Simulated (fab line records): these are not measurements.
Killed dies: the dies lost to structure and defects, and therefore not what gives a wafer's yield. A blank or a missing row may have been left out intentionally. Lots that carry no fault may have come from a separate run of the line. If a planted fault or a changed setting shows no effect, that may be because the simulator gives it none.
Struck lot and sound lot, side by side -- flow rit_cmos -- 43 out of 202 route steps
Sound: the wafers L315.1, L315.3, L315.4. Struck: wafers L327.2, L327.3, L327.4. The cause comes at the end.
Per side, at each step with rows, come the tool, then ch with its chambers, and then its first start. Under that, the readings that differ: sound wafers -- struck wafers -- difference of the means -- sigmas: that difference in standard deviations of wafers without a fault.
alike: a reading whose means differ by less than 2 such deviations, as well as words and numbers matching on both sides. not compared: withheld readings; readings where some wafer has no value; bounds like >300 that might hide an equal value; numbers whose values overlap and for which the record gives no deviation.
The two part at a step that has a row with sigmas, a row that says differs or no value, or rows on one side only. Non-overlapping numbers with no deviation appear without sigmas and do not part them. A reading that every wafer of one side lacks parts them only if that side has two wafers or more.

RIT_GATE_THK_MEAS_07:
  sound on film_metro-01 at day 2 14:42; struck on film_metro-04 at day 5 02:27
  alike: GATE_OXIDE_THK
then, 1 step without rows for these wafers: RIT_GATE_CVD_08 (deposits poly-Si from SiH4, target thk 250 nm, time 2220 s).
RIT_GATE_THK_MEAS_09:
  sound on film_metro-01 at day 2 17:33; struck on film_metro-01 at day 5 04:22
  alike: GATE_POLY_THK
then, 6 steps without rows for these wafers: RIT_GATE_HMDS_10 (prime time 60 s); RIT_GATE_COAT_11 (resist thk 850 nm); RIT_GATE_SOFTBAKE_12 (time 60 s); RIT_GATE_EXPOSE_13 (exposes mask M6, target cd 150 nm); RIT_GATE_PEB_14; RIT_GATE_DEVELOP_15 (develop time 50 s).
RIT_GATE_CD_MEAS_16: target cd 150 nm.
  sound on cd_sem-02 at day 2 18:46; struck on cd_sem-01 at day 5 05:17
  alike: cd_nm
RIT_GATE_OVL_MEAS_17:
  sound on overlay-01 at day 2 18:55; struck on overlay-02 at day 5 05:23
  alike: GATE_OVL
then, 1 step without rows for these wafers: RIT_GATE_HARDBAKE_18 (time 60 s).
RIT_GATE_ETCH_19: etches poly-Si in SF6/CHF3/O2, stops on SiO2, time 172.7 s, target depth 312.5 nm.
  sound on rie_si-02 ch 0,1,3, day 2 19:07; struck on rie_si-02 ch 0,2,3, day 5 05:35
  alike: SF6_flow_sccm, drypump_motor_current_A, oes_product_au, throttle_valve_pct
  not compared: rf_hours_counter_h
RIT_GATE_STRIP_20: strips in O2, time 180 s.
  sound on plasma_asher-04 ch 0,1, day 2 19:20; struck on plasma_asher-01 ch 0,1, day 5 05:41
  alike: drypump_motor_current_A, rf_refl_power_W
  not compared: rf_hours_counter_h
RIT_GATE_CD_MEAS_90: target cd 150 nm.
  sound on cd_sem-02 at day 2 19:31; struck on cd_sem-01 at day 5 05:53
  alike: cd_nm
then, 4 steps without rows for these wafers: RIT_REOX_CLEAN_00 (cleans in SC1, time 600 s); RIT_REOX_CLEAN_01 (cleans in dHF, time 30 s); RIT_REOX_CLEAN_02 (cleans in SC2, time 600 s); RIT_REOX_OXIDATION_03 (target thk 25.2 nm, ox time 5580 s).
RIT_REOX_THK_MEAS_04:
  sound on film_metro-01 at day 2 22:32; struck on film_metro-01 at day 5 08:55
  alike: REOX_OXIDE_THK
then, 6 steps without rows for these wafers: RIT_NLDD_HMDS_00 (prime time 60 s); RIT_NLDD_COAT_01 (resist thk 1000 nm); RIT_NLDD_SOFTBAKE_02 (time 60 s); RIT_NLDD_EXPOSE_03 (exposes mask M7, target cd 40700 nm); RIT_NLDD_PEB_04; RIT_NLDD_DEVELOP_05 (develop time 52.44 s).
RIT_NLDD_OVL_MEAS_06:
  sound on overlay-01 at day 2 23:35; struck on overlay-01 at day 5 09:56
  alike: NLDD_OVL
then, 2 steps without rows for these wafers: RIT_NLDD_HARDBAKE_07 (time 60 s); RIT_NLDD_IMPLANT_08.
RIT_NLDD_STRIP_09: strips in O2, time 180 s.
  sound on plasma_asher-01 ch 0,1, day 2 23:55; struck on plasma_asher-01 ch 0,1, day 5 10:16
  alike: drypump_motor_current_A, rf_refl_power_W
  not compared: rf_hours_counter_h
RIT_NLDD_TW_MEAS_10:
  sound on film_metro-04 at day 3 00:05; struck on film_metro-03 at day 5 10:28
  alike: NLDD_TW
then, 6 steps without rows for these wafers: RIT_PLDD_HMDS_00 (prime time 60 s); RIT_PLDD_COAT_01 (resist thk 1000 nm); RIT_PLDD_SOFTBAKE_02 (time 60 s); RIT_PLDD_EXPOSE_03 (exposes mask M8, target cd 40900 nm); RIT_PLDD_PEB_04; RIT_PLDD_DEVELOP_05 (develop time 50 s).
RIT_PLDD_OVL_MEAS_06:
  sound on overlay-01 at day 3 01:00; struck on overlay-01 at day 5 11:25
  alike: PLDD_OVL
then, 2 steps without rows for these wafers: RIT_PLDD_HARDBAKE_07 (time 60 s); RIT_PLDD_IMPLANT_08.
RIT_PLDD_STRIP_09: strips in O2, time 180 s.
  sound on plasma_asher-03 ch 0,1, day 3 01:20; struck on plasma_asher-03 ch 0,1, day 5 11:45
  alike: drypump_motor_current_A, rf_refl_power_W
  not compared: rf_hours_counter_h
RIT_PLDD_TW_MEAS_10:
  sound on film_metro-02 at day 3 01:31; struck on film_metro-02 at day 5 11:56
  alike: PLDD_TW
RIT_M1_PROBE_99:
  sound on prober-02 at day 3 15:20; struck on prober-02 at day 6 01:53
reading,sound,struck,difference,sigmas
killed_at_front_end,9 3 6,29 26 39,+25,+9
killed_dies,9 3 6,29 26 39,+25,+9
killed_on_rim,3 0 1,1 8 4,+3,+2
  alike: killed_at_M0_to_M3, killed_at_contacts, killed_open, killed_short

WHERE THEY PART
At RIT_M1_PROBE_99 and nowhere else, as far as this record goes.

WHY: what had been put in by the simulator
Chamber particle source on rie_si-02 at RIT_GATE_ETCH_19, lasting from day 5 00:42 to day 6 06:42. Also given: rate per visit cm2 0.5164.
